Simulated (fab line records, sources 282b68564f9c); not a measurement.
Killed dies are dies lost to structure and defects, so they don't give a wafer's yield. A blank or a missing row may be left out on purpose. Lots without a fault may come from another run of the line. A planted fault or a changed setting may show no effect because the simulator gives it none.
Which tool did it? | flow rit_cmos | 13 lots, 39 wafers sampled, at 6 steps of a route of 202

WHAT THE GAUGES READ, wafer by wafer
RIT_NSD_TW_MEAS_10.
lot  | measured    | on            | NSD_TW
L871 | day 3 06:25 | film_metro-01 | 3134 3123 3112
L872 | day 3 07:44 | film_metro-01 | 3110 3121 3120
L873 | day 3 14:23 | film_metro-03 | 3111 3105 3090
L874 | day 3 16:46 | film_metro-04 | 3160 3180 3163
L875 | day 3 23:41 | film_metro-04 | 3143 3161 3163
L877 | day 4 12:08 | film_metro-04 | 3148 3124 3141
L878 | day 4 17:37 | film_metro-04 | 3125 3126 3152
L879 | day 5 00:13 | film_metro-01 | 3147 3127 3129
L880 | day 5 02:52 | film_metro-04 | 3150 3152 3135
L888 | day 6 16:27 | film_metro-01 | 3111 3123 3120
L890 | day 7 01:28 | film_metro-01 | 3121 3150 3126
L893 | day 8 04:56 | film_metro-03 | 3095 3096 3091
L894 | day 8 09:59 | film_metro-03 | 3085 3100 3084

RIT_PSD_OVL_MEAS_06.
lot  | measured    | on         | PSD_OVL (nm)
L871 | day 3 07:19 | overlay-01 | 2.8 2.1 2.8
L872 | day 3 08:38 | overlay-01 | -1.3 -1.3 0.3
L873 | day 3 15:16 | overlay-02 | 2.2 2.8 1.6
L874 | day 3 17:51 | overlay-02 | 0.0 -0.4 -0.5
L875 | day 4 00:43 | overlay-02 | 1.1 -0.5 0.5
L877 | day 4 13:10 | overlay-01 | -1.4 -1.4 -0.9
L878 | day 4 18:39 | overlay-01 | 1.6 0.9 1.9
L879 | day 5 01:14 | overlay-01 | -0.7 -0.4 -0.1
L880 | day 5 03:54 | overlay-02 | 1.9 0.4 1.5
L888 | day 6 17:22 | overlay-01 | -0.8 -1.7 -2.2
L890 | day 7 02:31 | overlay-02 | 0.0 -0.9 -0.4
L893 | day 8 05:58 | overlay-01 | -0.2 -1.4 -0.9
L894 | day 8 10:53 | overlay-01 | -0.2 -1.9 -2.0

RIT_SILICIDE_RS_MEAS_02: measures by four-point-probe.
lot  | measured    | on            | SILICIDE_TI_RS (ohm/sq)
L871 | day 3 08:58 | film_metro-02 | 47.7 47.0 47.2
L872 | day 3 10:18 | film_metro-02 | 48.3 48.7 48.5
L873 | day 3 16:57 | film_metro-02 | 47.8 47.7 47.7
L874 | day 3 19:29 | film_metro-02 | 47.5 46.8 47.6
L875 | day 4 02:23 | film_metro-01 | 47.8 47.7 47.4
L877 | day 4 14:49 | film_metro-01 | 47.2 47.6 47.3
L878 | day 4 20:19 | film_metro-03 | 47.7 47.9 47.9
L879 | day 5 02:55 | film_metro-03 | 47.8 48.7 44.9
L880 | day 5 05:41 | film_metro-03 | 47.9 47.6 48.0
L888 | day 6 19:00 | film_metro-03 | 48.0 47.5 47.9
L890 | day 7 04:09 | film_metro-03 | 47.9 48.6 48.2
L893 | day 8 07:49 | film_metro-03 | 48.8 47.7 47.6
L894 | day 8 12:32 | film_metro-02 | 48.4 47.0 47.3

RIT_SILICIDE_THK_MEAS_03: measures by xrf.
lot  | measured    | on            | SILICIDE_TI_THK (nm)
L871 | day 3 09:05 | film_metro-02 | 30.44 30.91 30.81
L872 | day 3 10:25 | film_metro-02 | 30.30 29.83 29.90
L873 | day 3 17:02 | film_metro-02 | 30.57 30.45 30.46
L874 | day 3 19:36 | film_metro-02 | 30.63 30.86 30.58
L875 | day 4 02:31 | film_metro-01 | 29.84 30.22 30.13
L877 | day 4 14:56 | film_metro-01 | 30.41 29.96 30.36
L878 | day 4 20:26 | film_metro-03 | 30.46 30.23 30.29
L879 | day 5 03:00 | film_metro-03 | 30.32 29.89 31.96
L880 | day 5 05:47 | film_metro-03 | 30.15 30.47 30.10
L888 | day 6 19:07 | film_metro-03 | 30.41 30.56 30.21
L890 | day 7 04:16 | film_metro-03 | 30.01 29.84 30.10
L893 | day 8 07:56 | film_metro-03 | 29.76 30.18 30.33
L894 | day 8 12:40 | film_metro-02 | 30.03 30.53 30.42

WHICH TOOL RAN EACH LOT (tool, then ch and the chambers of the sampled wafers, then the start)
lot  | RIT_NSD_STRIP_09                    | RIT_SILICIDE_SPUTTER_01
L871 | plasma_asher-03 ch 0,1, day 3 06:14 | pvd_sputter-01, day 3 08:49
L872 | plasma_asher-03 ch 0,1, day 3 07:33 | pvd_sputter-03, day 3 10:08
L873 | plasma_asher-03 ch 0,1, day 3 14:14 | pvd_sputter-01, day 3 16:44
L874 | plasma_asher-01 ch 0,1, day 3 16:35 | pvd_sputter-03, day 3 19:20
L875 | plasma_asher-01 ch 0,1, day 3 23:30 | pvd_sputter-01, day 4 02:14
L877 | plasma_asher-01 ch 1, day 4 11:58   | pvd_sputter-01, day 4 14:40
L878 | plasma_asher-04 ch 0,1, day 4 17:26 | pvd_sputter-04, day 4 20:10
L879 | plasma_asher-03 ch 0,1, day 5 00:04 | pvd_sputter-01, day 5 02:42
L880 | plasma_asher-01 ch 0,1, day 5 02:44 | pvd_sputter-03, day 5 05:30
L888 | plasma_asher-04 ch 0,1, day 6 16:17 | pvd_sputter-04, day 6 18:51
L890 | plasma_asher-01 ch 0,1, day 7 01:18 | pvd_sputter-03, day 7 04:00
L893 | plasma_asher-01 ch 0,1, day 8 04:46 | pvd_sputter-03, day 8 07:40
L894 | plasma_asher-01 ch 0,1, day 8 09:49 | pvd_sputter-01, day 8 12:23
- RIT_NSD_STRIP_09: strips in O2, time 180 s.
- RIT_SILICIDE_SPUTTER_01: material Ti, target thk 30 nm, time 240 s.

WHAT THE TOOLS THEMSELVES READ (means of the sampled wafers that have a number; where no wafer has one, the mark that the record gives instead)
RIT_NSD_STRIP_09.
lot  | tool            | drypump_motor_current_A (A)
L871 | plasma_asher-03 | 5.7
L872 | plasma_asher-03 | 5.7
L873 | plasma_asher-03 | 5.5
L874 | plasma_asher-01 | 5.9
L875 | plasma_asher-01 | 5.8
L877 | plasma_asher-01 | 6.1
L878 | plasma_asher-04 | 5.3
L879 | plasma_asher-03 | 5.5
L880 | plasma_asher-01 | 5.9
L888 | plasma_asher-04 | 5.5
L890 | plasma_asher-01 | 5.8
L893 | plasma_asher-01 | 5.8
L894 | plasma_asher-01 | 5.9

RIT_SILICIDE_SPUTTER_01.
lot  | tool           | throttle_valve_pct (%)
L871 | pvd_sputter-01 | 29.8
L872 | pvd_sputter-03 | 30.8
L873 | pvd_sputter-01 | 30.2
L874 | pvd_sputter-03 | 29.5
L875 | pvd_sputter-01 | 29.7
L877 | pvd_sputter-01 | 29.8
L878 | pvd_sputter-04 | 30.7
L879 | pvd_sputter-01 | 29.5
L880 | pvd_sputter-03 | 29.8
L888 | pvd_sputter-04 | 29.9
L890 | pvd_sputter-03 | 30.0
L893 | pvd_sputter-03 | 30.6
L894 | pvd_sputter-01 | 29.9

THE ANSWER, worked out from the rows above alone
Rule: what is usual is taken from the lots themselves. Put in order of their means at a reading, lots are off if they are a third of the lots or fewer, leave a main group of 4 or more, and stand apart from it by a gap of 3 or more times the standard deviation of the main group's means; of several such gaps the widest counts. A main group whose means are all the same, to the digits that the tables above print for the reading, isn't used. A lot without any number at a reading at which 4 lots or more have one is off too. The other lots that the step has rows for count as sound. The gauges are gone through in route order, then the tools' own readings, and for those a lot's mean is taken as printed above. The first step at which some lot is off is used, and at that step the reading that is off furthest; a lot without a number counts as furthest.
No lot is off at any reading shown: from this, nothing can be told.

WHAT THE SIMULATOR HAD PUT IN
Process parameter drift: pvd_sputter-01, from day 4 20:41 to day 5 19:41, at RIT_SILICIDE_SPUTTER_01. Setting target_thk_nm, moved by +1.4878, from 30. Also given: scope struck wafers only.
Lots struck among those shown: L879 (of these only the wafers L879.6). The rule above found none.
